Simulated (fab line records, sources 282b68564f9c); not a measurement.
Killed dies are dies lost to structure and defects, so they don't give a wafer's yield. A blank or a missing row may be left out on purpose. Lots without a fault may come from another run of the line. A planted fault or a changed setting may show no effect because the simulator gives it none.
Which tool did it? | flow rit_cmos | 15 lots, 45 wafers sampled, at 1 step of a route of 202

WHAT THE GAUGES READ, wafer by wafer
The record holds no reading of a measuring or inspecting step that can be judged against a usual standard deviation.

WHICH TOOL RAN EACH LOT (tool, then ch and the chambers of the sampled wafers, then the start)
lot  | RIT_NSD_DEVELOP_05
L876 | litho_track-04 ch 0, day 3 06:00
L877 | litho_track-03 ch 0, day 3 10:00
L878 | litho_track-04 ch 0, day 3 18:00
L879 | litho_track-04 ch 0, day 3 20:00
L880 | litho_track-03 ch 0, day 3 23:00
L882 | litho_track-03 ch 0, day 4 15:00
L883 | litho_track-01 ch 0, day 4 20:00
L884 | litho_track-04 ch 0, day 4 22:00
L885 | litho_track-01 ch 0, day 5 03:00
L887 | litho_track-03 ch 0, day 5 18:00
L888 | litho_track-04 ch 0, day 5 19:00
L891 | litho_track-04, day 6 12:00
L892 | litho_track-04, day 6 16:00
L893 | litho_track-04, day 6 20:00
L898 | litho_track-04 ch 0, day 7 17:00
- RIT_NSD_DEVELOP_05: develop time 50 s.

WHAT THE TOOLS THEMSELVES READ (means of the sampled wafers that have a number; where no wafer has one, the mark that the record gives instead)
RIT_NSD_DEVELOP_05. Usual: chill_plate_temp_C 23.02 C, standard deviation 0.1.
lot  | tool           | chill_plate_temp_C (C) | flag
L876 | litho_track-04 | 23.00                  |
L877 | litho_track-03 | 22.94                  |
L878 | litho_track-04 | 22.94                  |
L879 | litho_track-04 | 23.02                  |
L880 | litho_track-03 | 22.87                  |
L882 | litho_track-03 | 23.11                  |
L883 | litho_track-01 | 23.09                  |
L884 | litho_track-04 | 22.88                  |
L885 | litho_track-01 | 23.00                  |
L887 | litho_track-03 | 22.94                  |
L888 | litho_track-04 | 23.10                  |
L891 | litho_track-04 | -                      | OFF
L892 | litho_track-04 | -                      | OFF
L893 | litho_track-04 | -                      | OFF
L898 | litho_track-04 | 23.20                  |

THE ANSWER, worked out from the rows above alone
Rule: a lot is off if the mean of its wafers that have a number lies more than 3 standard deviations from the usual mean. A lot without any number at a reading at which 4 lots or more have one is off too. The other lots that the step has rows for count as sound. The gauges are gone through in route order, then the tools' own readings, and for those a lot's mean is taken as printed above. The first step at which some lot is off is used, and at that step the reading that is off furthest; a lot without a number counts as furthest.
Off: L891, L892, L893, at RIT_NSD_DEVELOP_05 (chill_plate_temp_C). Without a number there: L891, L892, L893.
A tool fits if, at that step or a process step before it, it ran every lot that is off, and no sound lot after the first of them. None of those tried fits.

WHAT THE SIMULATOR HAD PUT IN
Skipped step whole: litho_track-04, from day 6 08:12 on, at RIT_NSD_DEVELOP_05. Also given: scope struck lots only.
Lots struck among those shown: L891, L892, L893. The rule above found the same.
